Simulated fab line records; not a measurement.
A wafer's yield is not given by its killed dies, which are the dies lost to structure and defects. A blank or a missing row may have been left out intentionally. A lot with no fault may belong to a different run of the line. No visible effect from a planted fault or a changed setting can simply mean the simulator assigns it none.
Check of tool commonality | flow berkeleyCmos170 | Lots sampled 15, wafers sampled 45

== WHAT PROMPTED THE OPENING ==
3 of 15 lots carry a flag on the reading M3_OVL at UCB170_M3_OVL_MEAS_16. Fault-free wafers read 0 nm, with a standard deviation of 4.9.
Rule: a lot is flagged in two cases, either no wafer of it has a number, or all its wafers with numbers fall more than 4 standard deviations from that mean. The rest of the lots are taken to be sound.

lot  | measured     | on         | M3_OVL (nm), wafer by wafer | flag
L603 | day 9 00:11  | overlay-01 | -1 0 0                      | 
L604 | day 9 03:47  | overlay-02 | 1 5 1                       | 
L605 | day 9 08:17  | overlay-02 | -6 0 -4                     | 
L606 | day 9 11:01  | overlay-02 | 7 -1 1                      | 
L610 | day 10 09:13 | overlay-01 | -6 -8 -6                    | 
L609 | day 10 12:23 | overlay-01 | -2 -2 -6                    | 
L611 | day 11 01:58 | overlay-02 | 2 -4 2                      | 
L616 | day 11 23:48 | overlay-02 | -1 2 1                      | 
L615 | day 12 02:11 | overlay-02 | 2 7 6                       | 
L618 | day 12 14:26 | overlay-01 | 4 1 5                       | 
L617 | day 12 18:29 | overlay-02 | 5 2 -3                      | 
L622 | day 13 07:35 | overlay-01 | -7 2 -3                     | 
L619 | day 13 12:39 | overlay-01 | 60 60 63                    | FLAGGED
L620 | day 13 13:51 | overlay-02 | 62 67 62                    | FLAGGED
L623 | day 13 15:05 | overlay-02 | 70 67 67                    | FLAGGED
Average over the flagged lots: 64 nm; offset from the usual +64 nm, equal to +13 standard deviations.

== EACH LOT AND THE TOOL IT RAN ON ==
Before the reading, the record contains 3 process steps out of a 331-step route. Cell contents, in order: the tool; ch with the chambers the sampled wafers went through; the start.
lot  | flag    | UCB170_NWELL_STRIP_15              | UCB170_M3_STRIP_07                  | UCB170_M3_EXPOSE_12
L603 |         | plasmaAsher-03 ch 0,1, day 2 13:35 | plasmaAsher-01 ch 0,1, day 8 22:17  | krfScanner-02 ch 0, day 8 23:08
L604 |         | plasmaAsher-02 ch 0,1, day 2 13:05 | plasmaAsher-01 ch 0,1, day 9 01:49  | krfScanner-02 ch 0, day 9 03:16
L605 |         | plasmaAsher-04 ch 0,1, day 3 02:52 | plasmaAsher-02 ch 0,1, day 9 06:01  | krfScanner-02 ch 0, day 9 07:38
L606 |         | plasmaAsher-03 ch 0,1, day 3 02:35 | plasmaAsher-02 ch 0,1, day 9 09:47  | krfScanner-02 ch 0, day 9 10:31
L610 |         | plasmaAsher-03 ch 0,1, day 3 19:25 | plasmaAsher-01 ch 0,1, day 10 07:33 | krfScanner-02 ch 0, day 10 08:22
L609 |         | plasmaAsher-02 ch 0,1, day 3 19:16 | plasmaAsher-01 ch 0,1, day 10 10:56 | krfScanner-02 ch 0, day 10 11:55
L611 |         | plasmaAsher-04 ch 0,1, day 4 04:38 | plasmaAsher-04 ch 0,1, day 11 00:35 | krfScanner-02 ch 0, day 11 01:27
L616 |         | plasmaAsher-02 ch 0,1, day 5 05:19 | plasmaAsher-01 ch 0, day 11 20:20   | krfScanner-01 ch 0, day 11 22:22
L615 |         | plasmaAsher-03 ch 0,1, day 5 05:35 | plasmaAsher-02 ch 0,1, day 12 00:43 | krfScanner-02 ch 0, day 12 01:34
L618 |         | plasmaAsher-02 ch 0,1, day 5 19:12 | plasmaAsher-04 ch 0,1, day 12 13:04 | krfScanner-01 ch 0, day 12 13:55
L617 |         | plasmaAsher-03 ch 0,1, day 5 12:22 | plasmaAsher-01 ch 0,1, day 12 16:23 | krfScanner-01 ch 0, day 12 17:18
L622 |         | plasmaAsher-03 ch 0,1, day 6 17:02 | plasmaAsher-02 ch 0,1, day 13 04:34 | krfScanner-02 ch 0, day 13 06:19
L619 | FLAGGED | plasmaAsher-03 ch 0,1, day 6 02:16 | plasmaAsher-04 ch 1, day 13 08:54   | krfScanner-02 ch 0, day 13 10:52
L620 | FLAGGED | plasmaAsher-02 ch 0,1, day 6 02:28 | plasmaAsher-01 ch 0,1, day 13 12:19 | krfScanner-02 ch 0, day 13 13:20
L623 | FLAGGED | plasmaAsher-04 ch 0,1, day 7 02:09 | plasmaAsher-01 ch 0,1, day 13 13:15 | krfScanner-02 ch 0, day 13 14:10
What the steps here do:
- UCB170_NWELL_STRIP_15: strips in O2.
- UCB170_M3_STRIP_07: strips in O2.
- UCB170_M3_EXPOSE_12: exposes mask METAL3, target cd 700 nm.
- UCB170_M3_OVL_MEAS_16

== FLAGGED OVER TOTAL, TOOL BY TOOL (the gauges that took the reading come last) ==
step                  | tool           | lots run | flagged | share of the flagged lots | sound lots run after its first flagged lot
UCB170_NWELL_STRIP_15 | plasmaAsher-02 | 5        | 1       | some                      | 0
UCB170_NWELL_STRIP_15 | plasmaAsher-03 | 7        | 1       | some                      | 1 (L622)
UCB170_NWELL_STRIP_15 | plasmaAsher-04 | 3        | 1       | some                      | 0
UCB170_M3_STRIP_07    | plasmaAsher-01 | 8        | 2       | some                      | 0
UCB170_M3_STRIP_07    | plasmaAsher-02 | 4        | 0       | none                      | -
UCB170_M3_STRIP_07    | plasmaAsher-04 | 3        | 1       | some                      | 0
UCB170_M3_EXPOSE_12   | krfScanner-01  | 3        | 0       | none                      | -
UCB170_M3_EXPOSE_12   | krfScanner-02  | 12       | 3       | all                       | 0
UCB170_M3_OVL_MEAS_16 | overlay-01     | 6        | 1       | some                      | 0
UCB170_M3_OVL_MEAS_16 | overlay-02     | 9        | 2       | some                      | 0

== WHAT THE TABLE ALLOWS ==
In the table, 1 row covers all flagged lots: krfScanner-02 at UCB170_M3_EXPOSE_12.
- krfScanner-02 at UCB170_M3_EXPOSE_12 ran 12 lots, 3 of them flagged. Its last sound lot is L622 (day 13 06:19), its first flagged lot L619 (day 13 10:52): a fault that began between those two fits.
krfScanner-02 at UCB170_M3_EXPOSE_12 is the single tool remaining.

== WHAT THE SIMULATOR HAD INSERTED ==
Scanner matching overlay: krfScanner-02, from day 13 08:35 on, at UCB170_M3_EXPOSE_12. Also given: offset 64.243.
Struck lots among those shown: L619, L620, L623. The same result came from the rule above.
